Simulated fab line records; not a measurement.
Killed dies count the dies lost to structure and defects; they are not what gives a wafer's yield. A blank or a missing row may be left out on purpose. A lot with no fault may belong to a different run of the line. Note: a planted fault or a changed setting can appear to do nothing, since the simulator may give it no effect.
Which tool was responsible?	flow rit cmos	11 lots, 33 wafers sampled, at 2 steps of a route of 202

WHAT THE GAUGES READ, wafer by wafer
RIT_M1_CD_MEAS_09: the cd target is 2600 nm.
lot	measured	on	cd nm (nm)
L965	day 3 06:07	cd sem-02	2601.6 2603.1 2600.8
L966	day 3 10:32	cd sem-01	2600.4 2600.8 2604.8
L967	day 3 17:21	cd sem-01	2597.4 2599.3 2600.5
L969	day 4 04:32	cd sem-01	2594.6 2566.4 2570.1
L978	day 6 09:02	cd sem-02	2602.4 2604.0 2601.0
L983	day 7 01:36	cd sem-02	2602.5 2602.2 2602.7
L984	day 7 05:24	cd sem-02	2599.0 2600.8 2598.5
L985	day 7 10:13	cd sem-01	2600.6 2601.8 2601.0
L986	day 7 14:43	cd sem-02	2600.9 2599.0 2600.0
L987	day 7 22:01	cd sem-02	2599.7 2599.6 2598.0
L988	day 8 05:24	cd sem-01	2602.4 2601.3 2603.6

WHICH TOOL RAN EACH LOT (tool, then ch and the chambers of the sampled wafers, then the start)
lot	RIT_M1_EXPOSE_06
L965	iline stepper-01 ch 0, day 3 05:41
L966	iline stepper-01 ch 0, day 3 10:07
L967	iline stepper-01 ch 0, day 3 16:55
L969	iline stepper-01 ch 0, day 4 04:07
L978	iline stepper-02 ch 0, day 6 08:37
L983	iline stepper-02 ch 0, day 7 01:10
L984	iline stepper-01 ch 0, day 7 04:58
L985	iline stepper-01 ch 0, day 7 09:47
L986	iline stepper-01 ch 0, day 7 14:08
L987	iline stepper-01 ch 0, day 7 21:35
L988	iline stepper-02 ch 0, day 8 04:58
- RIT_M1_EXPOSE_06: exposes mask M12, target cd 2600 nm.

WHAT THE TOOLS THEMSELVES READ (means of the sampled wafers that have a number; where no wafer has one, the mark that the record gives instead)
RIT_M1_EXPOSE_06.
lot	tool	exposure dose mJ cm2
L965	iline stepper-01	250.2
L966	iline stepper-01	250.3
L967	iline stepper-01	249.8
L969	iline stepper-01	246.2
L978	iline stepper-02	249.9
L983	iline stepper-02	250.3
L984	iline stepper-01	249.5
L985	iline stepper-01	249.8
L986	iline stepper-01	249.5
L987	iline stepper-01	249.4
L988	iline stepper-02	250.1

THE ANSWER, worked out from the rows above alone
Rule: the usual values come from the lots themselves. The widest of any qualifying gaps counts: lots, ordered by their means at a reading, are off when they make up no more than a third of the lots, leave a main group of 4 or more, and stand apart from it by 3 or more times the standard deviation of that group's means. A main group whose means are all the same, to the digits that the tables above print for the reading, isn't used. Also off: a lot with no number at a reading for which 4 or more lots have one. Where the step has rows for the other lots, those lots are counted as sound. The gauges are gone through in route order, then the tools' own readings, and for those a lot's mean is taken as printed above. At the first step where some lot is off, the reading lying furthest off is the one used; lots without a number count as furthest.
Off: L969, at RIT_M1_CD_MEAS_09 (cd nm). The main group has a mean of 2601.0 nm with a standard deviation of 1.4.
A tool fits if, at a process step before that reading, it ran every lot that is off, and no sound lot after the first of them. The gauges at RIT_M1_CD_MEAS_09 aren't tried: what is off there is off at RIT_M1_EXPOSE_06 too, on other tools, and a gauge's error can't cause that. None of those tried fits.

WHAT THE SIMULATOR PUT IN
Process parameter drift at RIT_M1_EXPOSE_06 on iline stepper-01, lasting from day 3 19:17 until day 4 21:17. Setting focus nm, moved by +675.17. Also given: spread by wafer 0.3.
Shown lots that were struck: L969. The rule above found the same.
